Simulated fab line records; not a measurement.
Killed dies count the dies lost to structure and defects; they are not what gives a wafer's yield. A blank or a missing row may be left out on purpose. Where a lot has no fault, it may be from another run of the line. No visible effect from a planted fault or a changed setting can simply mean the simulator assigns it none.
The tool behind it: which one? + flow berkeley cmos170 + 15 lots, 45 wafers sampled, at 3 steps of a route of 331

WHAT THE GAUGES READ, wafer by wafer
UCB170_PSD_CD_MEAS_06: the cd target is 1200 nm. Usual: cd nm 1199.4 nm, standard deviation 1.5.
| lot  | measured     | on        | cd nm (nm)           | flag |
|------|--------------|-----------|----------------------|------|
| L374 | day 8 04:31  | cd sem-02 | 1198.3 1197.6 1198.3 |      |
| L375 | day 8 04:45  | cd sem-01 | 1197.9 1197.9 1198.2 |      |
| L376 | day 8 16:58  | cd sem-02 | 1200.0 1199.8 1200.1 |      |
| L378 | day 8 23:22  | cd sem-02 | 1199.3 1199.5 1197.4 |      |
| L379 | day 8 23:38  | cd sem-01 | 1201.7 1201.9 1202.3 |      |
| L377 | day 8 23:55  | cd sem-01 | 1199.6 1198.1 1200.0 |      |
| L380 | day 9 09:52  | cd sem-02 | 1201.1 1199.6 1202.7 |      |
| L382 | day 10 00:18 | cd sem-01 | 1199.3 1198.8 1198.2 |      |
| L383 | day 10 07:30 | cd sem-02 | 1201.7 1200.9 1200.9 |      |
| L386 | day 10 21:52 | cd sem-02 | 1199.6 1200.3 1199.2 |      |
| L387 | day 10 22:07 | cd sem-02 | 1199.2 1198.9 1198.4 |      |
| L389 | day 11 16:46 | cd sem-01 | 1198.5 1198.1 1198.8 |      |
| L391 | day 12 02:14 | cd sem-01 | 1202.1 1200.5 1201.5 |      |
| L393 | day 12 13:14 | cd sem-02 | 1199.2 1200.9 1200.3 |      |
| L394 | day 12 13:20 | cd sem-01 | 1201.3 1200.1 1200.1 |      |

UCB170_PSD_OVL_MEAS_07. Usual: PSD_OVL 0 nm, standard deviation 5.1.
| lot  | measured     | on         | PSD_OVL (nm) | flag |
|------|--------------|------------|--------------|------|
| L374 | day 8 04:38  | overlay-01 | -9 -6 5      |      |
| L375 | day 8 04:52  | overlay-01 | -5 -4 -8     |      |
| L376 | day 8 17:05  | overlay-02 | 10 9 4       |      |
| L378 | day 8 23:29  | overlay-02 | -2 3 -6      |      |
| L379 | day 8 23:45  | overlay-01 | -9 8 1       |      |
| L377 | day 9 00:02  | overlay-01 | -2 1 -2      |      |
| L380 | day 9 09:59  | overlay-02 | 8 4 4        |      |
| L382 | day 10 00:25 | overlay-02 | -4 -8 0      |      |
| L383 | day 10 07:37 | overlay-01 | 10 0 6       |      |
| L386 | day 10 21:58 | overlay-02 | 4 3 6        |      |
| L387 | day 10 22:14 | overlay-01 | -4 2 -4      |      |
| L389 | day 11 16:50 | overlay-02 | 0 -4 0       |      |
| L391 | day 12 02:20 | overlay-01 | -4 0 -3      |      |
| L393 | day 12 13:21 | overlay-01 | -2 0 3       |      |
| L394 | day 12 13:25 | overlay-02 | 6 -3 4       |      |

UCB170_M1_CD_MEAS_09: the cd target is 700 nm. Usual: cd nm 699.9 nm, standard deviation 1.2.
| lot  | measured     | on        | cd nm (nm)        | flag |
|------|--------------|-----------|-------------------|------|
| L374 | day 8 16:14  | cd sem-02 | 698.9 699.4 700.1 |      |
| L375 | day 8 16:20  | cd sem-01 | 700.9 699.8 700.0 |      |
| L376 | day 9 04:58  | cd sem-02 | 701.5 700.8 701.8 |      |
| L378 | day 9 09:17  | cd sem-02 | 699.0 698.2 698.8 |      |
| L379 | day 9 09:33  | cd sem-02 | 697.9 698.2 699.4 |      |
| L377 | day 9 11:42  | cd sem-01 | 699.6 699.2 699.4 |      |
| L380 | day 9 20:02  | cd sem-02 | 699.4 699.8 699.0 |      |
| L382 | day 10 11:37 | cd sem-02 | 698.4 699.1 698.8 |      |
| L383 | day 10 20:10 | cd sem-02 | 699.6 699.8 699.2 |      |
| L386 | day 11 08:37 | cd sem-02 | 698.4 698.5 699.9 |      |
| L387 | day 11 09:13 | cd sem-02 | 698.9 699.9 698.3 |      |
| L389 | day 12 08:25 | cd sem-01 | 702.1 702.5 702.6 |      |
| L391 | day 12 13:33 | cd sem-02 | 699.3 701.5 702.1 |      |
| L393 | day 13 06:24 | cd sem-02 | 702.1 702.0 701.7 |      |
| L394 | day 13 06:35 | cd sem-02 | 699.1 699.8 699.2 |      |

WHICH TOOL RAN EACH LOT (tool, then ch and the chambers of the sampled wafers, then the start)
Record: no process step prior to these readings.

AS READ BY THE TOOLS THEMSELVES (means over the sampled wafers that have a number; for cases with no such wafer, the mark the record gives instead)
The record holds no such reading with a usual standard deviation.

THE ANSWER, worked out from the rows above alone
Rule: lot off if the mean of its wafers having a number is beyond 3 standard deviations from the usual mean. Also off: a lot with no number at a reading for which 4 or more lots have one. Any other lot the step has rows for is counted as sound. After the gauges, taken in route order, come the tools' own readings; for these a lot's mean is taken, as printed above. The first step at which some lot is off is used, and at that step the reading that is off furthest; a lot without a number counts as furthest.
Across all readings shown, no lot is off: no conclusion can be drawn from this.

WHAT THE SIMULATOR PUT IN
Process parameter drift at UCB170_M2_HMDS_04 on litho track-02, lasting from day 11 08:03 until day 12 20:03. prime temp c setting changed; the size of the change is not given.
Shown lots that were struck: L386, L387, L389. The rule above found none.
